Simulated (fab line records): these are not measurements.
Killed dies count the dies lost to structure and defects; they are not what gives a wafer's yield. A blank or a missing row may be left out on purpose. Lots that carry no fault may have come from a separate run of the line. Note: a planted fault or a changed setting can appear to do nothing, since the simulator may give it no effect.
fab line records :: flow berkeley_cmos170
record
  lots=6
  wafers=18
  last_day=13
route steps=331 shown START@1 ZERO@6
lots with no fault: from the same line, run without faults
start_h: hours from the record's first day to the start of the lot's first wafer shown :: wait_h: hours since the lot's step before :: " as in the row above :: L1.1+2: a row that stands for several wafers :: - no value, or no start was given :: * or withheld: withheld :: < > ~ a bound
route shown NAME@n: NAME is a module with steps in the file, n the number in the route of the first one :: usual: mean/standard deviation of fault-free wafers :: same: alike in all rows :: chamber/n: place in a boat :: sites: per-site readings :: _std_site: the standard deviation of these :: _edge_site: inner sites' mean taken away from outer sites' mean :: radius_mm: how far each site lies from the wafer's centre :: mask NAME#n: copy n :: behind: the tool/chamber that last shaped the wafer :: hold: why the lot went on hold/how many hours it stayed there/how the hold came to an end :: device: which transistor (n, p or np) failed to switch :: end of line: the same wafers' tests at the end of the route :: a step given without rows: its recipe and nothing more :: killed: not the wafer's yield, but the dies lost to structure and defects at the first sort :: map: a wafer's dies, x killed, . not, _ none there
set.NAME: the setting the step ran with; set.NAME@STEP: the setting that earlier step ran with :: model.NAME: the simulator's own value behind a step, which no gauge read
lots at some steps of the route; a table a step, a row a wafer
services: from which hour (start_h, from the record's first day; less than 0 if before it) a tool's chamber was out of use, for how many hours, and why
## steps
# step UCB170_START_BOW_MEAS_00
# recipe
  mode=bow
# usual
  INCOMING_BOW=0/6.7
lot.wafer: L713.2
tool: film_metro-04
chamber: -
start_h: 85.02
wait_h: -
INCOMING_BOW[um]: -7

lot.wafer: L713.3
tool: film_metro-04
chamber: -
start_h: 85.02
wait_h: -
INCOMING_BOW[um]: -3

lot.wafer: L713.4
tool: film_metro-04
chamber: -
start_h: 85.02
wait_h: -
INCOMING_BOW[um]: -2

lot.wafer: L714.3
tool: film_metro-03
chamber: -
start_h: 90.04
wait_h: -
INCOMING_BOW[um]: 6

lot.wafer: L714.4
tool: film_metro-03
chamber: -
start_h: 90.04
wait_h: -
INCOMING_BOW[um]: 6

lot.wafer: L714.6
tool: film_metro-03
chamber: -
start_h: 90.04
wait_h: -
INCOMING_BOW[um]: 0

lot.wafer: L717.1
tool: film_metro-03
chamber: -
start_h: 105.00
wait_h: -
INCOMING_BOW[um]: 4

lot.wafer: L717.4
tool: film_metro-03
chamber: -
start_h: 105.00
wait_h: -
INCOMING_BOW[um]: -9

lot.wafer: L717.5
tool: film_metro-03
chamber: -
start_h: 105.00
wait_h: -
INCOMING_BOW[um]: 15

lot.wafer: L718.1
tool: film_metro-02
chamber: -
start_h: 110.00
wait_h: -
INCOMING_BOW[um]: 3

lot.wafer: L718.2
tool: film_metro-02
chamber: -
start_h: 110.00
wait_h: -
INCOMING_BOW[um]: -3

lot.wafer: L718.5
tool: film_metro-02
chamber: -
start_h: 110.00
wait_h: -
INCOMING_BOW[um]: -7

lot.wafer: L720.2
tool: film_metro-03
chamber: -
start_h: 120.02
wait_h: -
INCOMING_BOW[um]: -4

lot.wafer: L720.3
tool: film_metro-03
chamber: -
start_h: 120.02
wait_h: -
INCOMING_BOW[um]: 5

lot.wafer: L720.5
tool: film_metro-03
chamber: -
start_h: 120.02
wait_h: -
INCOMING_BOW[um]: -5

lot.wafer: L721.3
tool: film_metro-04
chamber: -
start_h: 125.04
wait_h: -
INCOMING_BOW[um]: -6

lot.wafer: L721.5
tool: film_metro-04
chamber: -
start_h: 125.04
wait_h: -
INCOMING_BOW[um]: 6

lot.wafer: L721.6
tool: film_metro-04
chamber: -
start_h: 125.04
wait_h: -
INCOMING_BOW[um]: 1
# step UCB170_START_CLEAN_01
# recipe
  chemistry=dHF
  dilution=25:1
  time_s=60
# step UCB170_START_OXIDATION_02
# recipe
  temp_c=950
  ambient=O2
  target_thk_a=200
  ox_time_s=1800
# step UCB170_START_THK_MEAS_03
# recipe
  reads=SiO2_of_START_OXIDATION_02
# usual
  START_OXIDE_THK=20.2/0.37
lot.wafer: L713.2
tool: film_metro-02
chamber: -
start_h: 91.87
wait_h: 0.0
START_OXIDE_THK[nm]: 20.3

lot.wafer: L713.3
tool: film_metro-02
chamber: -
start_h: 91.87
wait_h: 0.0
START_OXIDE_THK[nm]: 20.5

lot.wafer: L713.4
tool: film_metro-02
chamber: -
start_h: 91.87
wait_h: 0.0
START_OXIDE_THK[nm]: 20.6

lot.wafer: L714.3
tool: film_metro-03
chamber: -
start_h: 91.88
wait_h: 0.0
START_OXIDE_THK[nm]: 20.5

lot.wafer: L714.4
tool: film_metro-03
chamber: -
start_h: 91.88
wait_h: 0.0
START_OXIDE_THK[nm]: 20.4

lot.wafer: L714.6
tool: film_metro-03
chamber: -
start_h: 91.88
wait_h: 0.0
START_OXIDE_THK[nm]: 20.7

lot.wafer: L717.1
tool: film_metro-04
chamber: -
start_h: 113.78
wait_h: 0.0
START_OXIDE_THK[nm]: 20.0

lot.wafer: L717.4
tool: film_metro-04
chamber: -
start_h: 113.78
wait_h: 0.0
START_OXIDE_THK[nm]: 19.9

lot.wafer: L717.5
tool: film_metro-04
chamber: -
start_h: 113.78
wait_h: 0.0
START_OXIDE_THK[nm]: 19.9

lot.wafer: L718.1
tool: film_metro-03
chamber: -
start_h: 113.78
wait_h: 0.0
START_OXIDE_THK[nm]: 20.4

lot.wafer: L718.2
tool: film_metro-03
chamber: -
start_h: 113.78
wait_h: 0.0
START_OXIDE_THK[nm]: 20.1

lot.wafer: L718.5
tool: film_metro-03
chamber: -
start_h: 113.78
wait_h: 0.0
START_OXIDE_THK[nm]: 20.7

lot.wafer: L720.2
tool: film_metro-03
chamber: -
start_h: 125.04
wait_h: 0.0
START_OXIDE_THK[nm]: 19.5

lot.wafer: L720.3
tool: film_metro-03
chamber: -
start_h: 125.04
wait_h: 0.0
START_OXIDE_THK[nm]: 19.4

lot.wafer: L720.5
tool: film_metro-03
chamber: -
start_h: 125.04
wait_h: 0.0
START_OXIDE_THK[nm]: 19.3

lot.wafer: L721.3
tool: film_metro-03
chamber: -
start_h: 132.22
wait_h: 0.0
START_OXIDE_THK[nm]: 20.2

lot.wafer: L721.5
tool: film_metro-03
chamber: -
start_h: 132.22
wait_h: 0.0
START_OXIDE_THK[nm]: 20.0

lot.wafer: L721.6
tool: film_metro-03
chamber: -
start_h: 132.22
wait_h: 0.0
START_OXIDE_THK[nm]: 20.3
# step UCB170_START_ANNEAL_04
# recipe
  temp_c=950
  time_s=1200
  ambient=N2
# step UCB170_ZERO_HMDS_00
# recipe
  prime_time_s=60
  prime_temp_c=100
# step UCB170_ZERO_COAT_01
# recipe
  resist=KrF
  spin_rpm=1500
  resist_thk_nm=888.1
# step UCB170_ZERO_SOFTBAKE_02
# recipe
  resist=KrF
  temp_c=130
  time_s=60
# step UCB170_ZERO_EXPOSE_03
# recipe
  mask_id=PM_MARKS
  na=0.5
  sigma_outer=0.6
  source_shape=conventional
  target_cd_nm=4000
  dose_mj=30
# step UCB170_ZERO_PEB_04
# recipe
  peb_temp_c=130
  peb_time_s=withheld
  resist=KrF
# step UCB170_ZERO_DEVELOP_05
# recipe
  developer=TMAH
  develop_time_s=45
  resist=KrF
  dev_temp_c=21
# usual
  chill_plate_temp_C=22.99/0.11
  develop_time_s=45/0
  exhaust_pa=45.1/1
lot.wafer: L714.3
tool: litho_track-02
chamber: -
start_h: 98
wait_h: -
chill_plate_temp_C: -
develop_time_s: -
exhaust_pa: -
model.KrF_of_ZERO_COAT_01.thk_nm: 888.4

lot.wafer: L714.4
tool: litho_track-02
chamber: -
start_h: 99
wait_h: -
chill_plate_temp_C: -
develop_time_s: -
exhaust_pa: -
model.KrF_of_ZERO_COAT_01.thk_nm: 889.3

lot.wafer: L714.6
tool: litho_track-02
chamber: -
start_h: 99
wait_h: -
chill_plate_temp_C: -
develop_time_s: -
exhaust_pa: -
model.KrF_of_ZERO_COAT_01.thk_nm: 888.1

lot.wafer: L713.2
tool: litho_track-04
chamber: -
start_h: 99
wait_h: -
chill_plate_temp_C: -
develop_time_s: -
exhaust_pa: -
model.KrF_of_ZERO_COAT_01.thk_nm: 887.1

lot.wafer: L713.3
tool: litho_track-04
chamber: -
start_h: 99
wait_h: -
chill_plate_temp_C: -
develop_time_s: -
exhaust_pa: -
model.KrF_of_ZERO_COAT_01.thk_nm: 888.2

lot.wafer: L713.4
tool: litho_track-04
chamber: -
start_h: 99
wait_h: -
chill_plate_temp_C: -
develop_time_s: -
exhaust_pa: -
model.KrF_of_ZERO_COAT_01.thk_nm: 890.1

lot.wafer: L717.1
tool: litho_track-03
chamber: 0
start_h: 120
wait_h: -
chill_plate_temp_C: 23.01
develop_time_s: 45
exhaust_pa: 44.8
model.KrF_of_ZERO_COAT_01.thk_nm: 877

lot.wafer: L717.4
tool: litho_track-03
chamber: 0
start_h: 120
wait_h: -
chill_plate_temp_C: 22.88
develop_time_s: 45
exhaust_pa: 45.1
model.KrF_of_ZERO_COAT_01.thk_nm: 876.4

lot.wafer: L717.5
tool: litho_track-03
chamber: 0
start_h: 120
wait_h: -
chill_plate_temp_C: 23.08
develop_time_s: 45
exhaust_pa: 44.2
model.KrF_of_ZERO_COAT_01.thk_nm: 876.1

lot.wafer: L718.1
tool: litho_track-02
chamber: 0
start_h: 120
wait_h: -
chill_plate_temp_C: 22.90
develop_time_s: 45
exhaust_pa: 44.9
model.KrF_of_ZERO_COAT_01.thk_nm: 874.3

lot.wafer: L718.2
tool: litho_track-02
chamber: 0
start_h: 120
wait_h: -
chill_plate_temp_C: 23.13
develop_time_s: 45
exhaust_pa: 44.7
model.KrF_of_ZERO_COAT_01.thk_nm: 877.8

lot.wafer: L718.5
tool: litho_track-02
chamber: 0
start_h: 120
wait_h: -
chill_plate_temp_C: 22.89
develop_time_s: 45
exhaust_pa: 43.6
model.KrF_of_ZERO_COAT_01.thk_nm: 878.4

lot.wafer: L720.2
tool: litho_track-03
chamber: 0
start_h: 132
wait_h: -
chill_plate_temp_C: 23.04
develop_time_s: 45
exhaust_pa: 44.8
model.KrF_of_ZERO_COAT_01.thk_nm: 870

lot.wafer: L720.3
tool: litho_track-03
chamber: 0
start_h: 132
wait_h: -
chill_plate_temp_C: 23.12
develop_time_s: 45
exhaust_pa: 43.9
model.KrF_of_ZERO_COAT_01.thk_nm: 872.4

lot.wafer: L720.5
tool: litho_track-03
chamber: 0
start_h: 132
wait_h: -
chill_plate_temp_C: 23.03
develop_time_s: 45
exhaust_pa: 44.1
model.KrF_of_ZERO_COAT_01.thk_nm: 872.8

lot.wafer: L721.3
tool: litho_track-04
chamber: 0
start_h: 139
wait_h: -
chill_plate_temp_C: 23.02
develop_time_s: 45
exhaust_pa: 47.1
model.KrF_of_ZERO_COAT_01.thk_nm: 870.2

lot.wafer: L721.5
tool: litho_track-04
chamber: 0
start_h: 139
wait_h: -
chill_plate_temp_C: 22.89
develop_time_s: 45
exhaust_pa: 46.8
model.KrF_of_ZERO_COAT_01.thk_nm: 871.5

lot.wafer: L721.6
tool: litho_track-04
chamber: 0
start_h: 139
wait_h: -
chill_plate_temp_C: 23.00
develop_time_s: 45
exhaust_pa: 46.9
model.KrF_of_ZERO_COAT_01.thk_nm: 872.7
# step UCB170_ZERO_ETCH_06
# recipe
  chemistry=CHF3/CF4/Ar
  target=SiO2
  time_s=12
  pressure_mtorr=100
  rf_w=500
  CHF3_flow_sccm=50
  cf4_flow_sccm=10
  Ar_flow_sccm=120
  over_etch_frac=1.58
# usual
  CHF3_flow_sccm=50.01/0.17
  cf4_flow_sccm=9.996/0.028
  drypump_motor_current_A=5.7/0.4
  oes_product_au=0.619/0.012
  rf_fwd_power_W=491.8/3
  throttle_valve_pct=9.25/0.1
lot.wafer: L714.3
tool: rie_diel-03
chamber: 0
start_h: 99.07
wait_h: -
CHF3_flow_sccm: 50.14
cf4_flow_sccm: 10.002
drypump_motor_current_A: 5.6
oes_product_au: 0.355
rf_fwd_power_W: 492.8
rf_hours_counter_h: 80
throttle_valve_pct: 9.19

lot.wafer: L714.4
tool: rie_diel-03
chamber: 2
start_h: 99.07
wait_h: -
CHF3_flow_sccm: 50.00
cf4_flow_sccm: 9.980
drypump_motor_current_A: 5.5
oes_product_au: 0.388
rf_fwd_power_W: 493.9
rf_hours_counter_h: 3
throttle_valve_pct: 9.27

lot.wafer: L714.6
tool: rie_diel-03
chamber: 0
start_h: 99.07
wait_h: -
CHF3_flow_sccm: 50.11
cf4_flow_sccm: 9.983
drypump_motor_current_A: 5.6
oes_product_au: 0.362
rf_fwd_power_W: 490.8
rf_hours_counter_h: -
throttle_valve_pct: 9.20

lot.wafer: L713.2
tool: rie_diel-03
chamber: 0
start_h: 99.23
wait_h: -
CHF3_flow_sccm: 50.02
cf4_flow_sccm: 9.953
drypump_motor_current_A: 5.6
oes_product_au: 0.364
rf_fwd_power_W: 493.4
rf_hours_counter_h: 80
throttle_valve_pct: 9.20

lot.wafer: L713.3
tool: rie_diel-03
chamber: 3
start_h: 99.23
wait_h: -
CHF3_flow_sccm: 50.00
cf4_flow_sccm: 9.991
drypump_motor_current_A: 5.8
oes_product_au: 0.386
rf_fwd_power_W: 489.4
rf_hours_counter_h: 6
throttle_valve_pct: 9.02

lot.wafer: L713.4
tool: rie_diel-03
chamber: 2
start_h: 99.23
wait_h: -
CHF3_flow_sccm: 50.19
cf4_flow_sccm: 10.009
drypump_motor_current_A: 5.5
oes_product_au: 0.391
rf_fwd_power_W: 495.2
rf_hours_counter_h: 3
throttle_valve_pct: 9.26

lot.wafer: L717.1
tool: rie_diel-03
chamber: 3
start_h: 120.38
wait_h: -
CHF3_flow_sccm: 50.32
cf4_flow_sccm: 9.947
drypump_motor_current_A: 5.9
oes_product_au: 0.615
rf_fwd_power_W: 488.9
rf_hours_counter_h: 7
throttle_valve_pct: 9.04

lot.wafer: L717.4
tool: rie_diel-03
chamber: 1
start_h: 120.38
wait_h: -
CHF3_flow_sccm: 50.08
cf4_flow_sccm: 10.007
drypump_motor_current_A: 5.0
oes_product_au: 0.631
rf_fwd_power_W: 487.5
rf_hours_counter_h: 42
throttle_valve_pct: 9.24

lot.wafer: L717.5
tool: rie_diel-03
chamber: 2
start_h: 120.38
wait_h: -
CHF3_flow_sccm: 50.08
cf4_flow_sccm: 9.996
drypump_motor_current_A: 5.5
oes_product_au: 0.636
rf_fwd_power_W: 492.1
rf_hours_counter_h: -
throttle_valve_pct: 9.28

lot.wafer: L718.1
tool: rie_diel-04
chamber: 2
start_h: 120.49
wait_h: -
CHF3_flow_sccm: 50.03
cf4_flow_sccm: 9.942
drypump_motor_current_A: 6.1
oes_product_au: 0.621
rf_fwd_power_W: 491.6
rf_hours_counter_h: 154
throttle_valve_pct: 9.29

lot.wafer: L718.2
tool: rie_diel-04
chamber: 3
start_h: 120.49
wait_h: -
CHF3_flow_sccm: 49.79
cf4_flow_sccm: 10.021
drypump_motor_current_A: 5.3
oes_product_au: 0.618
rf_fwd_power_W: 492.2
rf_hours_counter_h: 6
throttle_valve_pct: 9.25

lot.wafer: L718.5
tool: rie_diel-04
chamber: 2
start_h: 120.49
wait_h: -
CHF3_flow_sccm: 49.82
cf4_flow_sccm: 9.990
drypump_motor_current_A: 6.1
oes_product_au: 0.622
rf_fwd_power_W: 497.5
rf_hours_counter_h: -
throttle_valve_pct: 9.29

lot.wafer: L720.2
tool: rie_diel-04
chamber: 2
start_h: 132.73
wait_h: -
CHF3_flow_sccm: 50.04
cf4_flow_sccm: 10.020
drypump_motor_current_A: 6.1
oes_product_au: 0.625
rf_fwd_power_W: 494.6
rf_hours_counter_h: 154
throttle_valve_pct: 9.30

lot.wafer: L720.3
tool: rie_diel-04
chamber: 0
start_h: 132.73
wait_h: -
CHF3_flow_sccm: 49.85
cf4_flow_sccm: 9.996
drypump_motor_current_A: 5.9
oes_product_au: 0.621
rf_fwd_power_W: 492.2
rf_hours_counter_h: 62
throttle_valve_pct: 9.16

lot.wafer: L720.5
tool: rie_diel-04
chamber: 3
start_h: 132.73
wait_h: -
CHF3_flow_sccm: 49.94
cf4_flow_sccm: 10.017
drypump_motor_current_A: 5.3
oes_product_au: 0.614
rf_fwd_power_W: 490.7
rf_hours_counter_h: -
throttle_valve_pct: 9.25

lot.wafer: L721.3
tool: rie_diel-03
chamber: 2
start_h: 139.30
wait_h: -
CHF3_flow_sccm: 49.80
cf4_flow_sccm: 10.001
drypump_motor_current_A: 5.5
oes_product_au: 0.636
rf_fwd_power_W: 496.3
rf_hours_counter_h: 5
throttle_valve_pct: 9.30

lot.wafer: L721.5
tool: rie_diel-03
chamber: 0
start_h: 139.30
wait_h: -
CHF3_flow_sccm: 50.11
cf4_flow_sccm: 9.990
drypump_motor_current_A: 5.6
oes_product_au: 0.606
rf_fwd_power_W: 494.7
rf_hours_counter_h: -
throttle_valve_pct: 9.20

lot.wafer: L721.6
tool: rie_diel-03
chamber: 3
start_h: 139.30
wait_h: -
CHF3_flow_sccm: 50.11
cf4_flow_sccm: 9.992
drypump_motor_current_A: 5.9
oes_product_au: 0.631
rf_fwd_power_W: 489.1
rf_hours_counter_h: -
throttle_valve_pct: 9.05
# step UCB170_ZERO_STRIP_07
# recipe
  chemistry=O2
  power_w=400
  pressure_mtorr=3500
  platen_temp_c=withheld
  o2_flow_sccm=400
  overash_fraction=0.5
# usual
  drypump_motor_current_A=5.9/0.42
  oes_product_au=0.728/0.0042
  strip_time_to_endpoint_s=21.22/0.059
# same
  overash_fraction=0.5
lot.wafer: L714.3
tool: plasma_asher-03
chamber: 0
start_h: 99.13
wait_h: 0.0
drypump_motor_current_A: 6.0
oes_product_au: 0.726
rf_hours_counter_h: -
strip_time_to_endpoint_s: 21.54

lot.wafer: L714.4
tool: plasma_asher-03
chamber: 1
start_h: 99.13
wait_h: 0.0
drypump_motor_current_A: 5.8
oes_product_au: 0.734
rf_hours_counter_h: -
strip_time_to_endpoint_s: 21.56

lot.wafer: L714.6
tool: plasma_asher-03
chamber: 1
start_h: 99.13
wait_h: 0.0
drypump_motor_current_A: 5.7
oes_product_au: 0.728
rf_hours_counter_h: -
strip_time_to_endpoint_s: 21.52

lot.wafer: L713.2
tool: plasma_asher-04
chamber: 0
start_h: 99.25
wait_h: 0.0
drypump_motor_current_A: 6.1
oes_product_au: 0.718
rf_hours_counter_h: 37
strip_time_to_endpoint_s: 21.52

lot.wafer: L713.3
tool: plasma_asher-04
chamber: 1
start_h: 99.25
wait_h: 0.0
drypump_motor_current_A: 5.4
oes_product_au: 0.726
rf_hours_counter_h: -
strip_time_to_endpoint_s: 21.54

lot.wafer: L713.4
tool: plasma_asher-04
chamber: 0
start_h: 99.25
wait_h: 0.0
drypump_motor_current_A: 6.1
oes_product_au: 0.723
rf_hours_counter_h: -
strip_time_to_endpoint_s: 21.58

lot.wafer: L717.1
tool: plasma_asher-02
chamber: 0
start_h: 120.40
wait_h: 0.0
drypump_motor_current_A: 5.6
oes_product_au: 0.723
rf_hours_counter_h: 33
strip_time_to_endpoint_s: 21.26

lot.wafer: L717.4
tool: plasma_asher-02
chamber: 0
start_h: 120.40
wait_h: 0.0
drypump_motor_current_A: 5.6
oes_product_au: 0.726
rf_hours_counter_h: -
strip_time_to_endpoint_s: 21.27

lot.wafer: L717.5
tool: plasma_asher-02
chamber: 0
start_h: 120.40
wait_h: 0.0
drypump_motor_current_A: 5.6
oes_product_au: 0.721
rf_hours_counter_h: -
strip_time_to_endpoint_s: 21.24

lot.wafer: L718.1
tool: plasma_asher-04
chamber: 0
start_h: 120.52
wait_h: 0.0
drypump_motor_current_A: 6.1
oes_product_au: 0.729
rf_hours_counter_h: 40
strip_time_to_endpoint_s: 21.20

lot.wafer: L718.2
tool: plasma_asher-04
chamber: 1
start_h: 120.52
wait_h: 0.0
drypump_motor_current_A: 5.4
oes_product_au: 0.728
rf_hours_counter_h: 40
strip_time_to_endpoint_s: 21.29

lot.wafer: L718.5
tool: plasma_asher-04
chamber: 0
start_h: 120.52
wait_h: 0.0
drypump_motor_current_A: 6.1
oes_product_au: 0.726
rf_hours_counter_h: -
strip_time_to_endpoint_s: 21.29

lot.wafer: L720.2
tool: plasma_asher-04
chamber: 1
start_h: 132.76
wait_h: 0.0
drypump_motor_current_A: 5.4
oes_product_au: 0.731
rf_hours_counter_h: 41
strip_time_to_endpoint_s: 21.11

lot.wafer: L720.3
tool: plasma_asher-04
chamber: 1
start_h: 132.76
wait_h: 0.0
drypump_motor_current_A: 5.4
oes_product_au: 0.722
rf_hours_counter_h: -
strip_time_to_endpoint_s: 21.17

lot.wafer: L720.5
tool: plasma_asher-04
chamber: 1
start_h: 132.76
wait_h: 0.0
drypump_motor_current_A: 5.3
oes_product_au: 0.724
rf_hours_counter_h: -
strip_time_to_endpoint_s: 21.16

lot.wafer: L721.3
tool: plasma_asher-03
chamber: 1
start_h: 139.35
wait_h: 0.0
drypump_motor_current_A: 5.8
oes_product_au: 0.735
rf_hours_counter_h: -
strip_time_to_endpoint_s: 21.10

lot.wafer: L721.5
tool: plasma_asher-03
chamber: 1
start_h: 139.35
wait_h: 0.0
drypump_motor_current_A: 5.7
oes_product_au: 0.720
rf_hours_counter_h: -
strip_time_to_endpoint_s: 21.14

lot.wafer: L721.6
tool: plasma_asher-03
chamber: 0
start_h: 139.35
wait_h: 0.0
drypump_motor_current_A: 5.9
oes_product_au: 0.732
rf_hours_counter_h: -
strip_time_to_endpoint_s: 21.17
## services
tool: plasma_asher-04
chamber: -
start_h: 87.58
hours: 1.3
kind: repair

tool: rie_diel-03
chamber: -
start_h: 94.77
hours: 1.0
kind: repair

tool: plasma_asher-03
chamber: -
start_h: 108.75
hours: 9.0
kind: pm

tool: plasma_asher-03
chamber: 0
start_h: 108.75
hours: 9.0
kind: vent_cycle

tool: plasma_asher-03
chamber: 1
start_h: 108.75
hours: 9.0
kind: vent_cycle

tool: plasma_asher-03
chamber: 0
start_h: 117.75
hours: -
kind: clean

tool: plasma_asher-03
chamber: 1
start_h: 117.75
hours: -
kind: clean

tool: rie_diel-04
chamber: -
start_h: 126.37
hours: 0.8
kind: repair

tool: rie_diel-04
chamber: 1
start_h: 129.71
hours: 5.1
kind: repair

tool: rie_diel-04
chamber: 2
start_h: 136.62
hours: -
kind: clean

tool: rie_diel-04
chamber: 2
start_h: 136.62
hours: 21.6
kind: scheduled_down

tool: rie_diel-04
chamber: 2
start_h: 136.62
hours: 21.6
kind: vent_cycle
## key
first_sign
  step=UCB170_ZERO_DEVELOP_05
  reading=tool_record
  direction=missing
effect
  step=UCB170_ZERO_ETCH_06
  reading=oes_product_au
  direction=down
  sigmas=20
  usual=0.619
  struck=0.374
effect
  step=UCB170_ZERO_STRIP_07
  reading=strip_time_to_endpoint_s
  direction=up
  sigmas=5.5
  usual=*
  struck=*
model_effect
  step=UCB170_ZERO_DEVELOP_05
  value=KrF_of_ZERO_COAT_01.thk_nm
  without=874.3
  struck=888.5
met_at UCB170_ZERO_DEVELOP_05
struck_wafers L713.2,L713.3,L713.4,L714.3,L714.4,L714.6
later_rows_left_out L713.2,L713.3,L713.4,L714.3,L714.4,L714.6
sort_left_out L713.2,L713.3,L713.4,L714.3,L714.4,L714.6
tester_left_out L713,L714
fault
  kind=skipped_step_whole
  tool=litho_track-02,litho_track-04
  chamber=-
  onset_h=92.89
  steps=UCB170_ZERO_DEVELOP_05
  scope=struck_lots_only
# tester_left_out: of these lots the tester's yield and bins aren't shown, on N5 and GAA mostly nor the transistor test; their killed dies are dies lost to structure and defects alone, not to doping, threshold or leakage, so they don't give the yield
# sort_left_out: the simulated sort isn't trusted on such a fault, so these wafers' sort isn't shown, and their yield isn't known
# later_rows_left_out: the simulator's readings of these wafers behind a module that went badly wrong aren't trusted and aren't shown, but for the sort
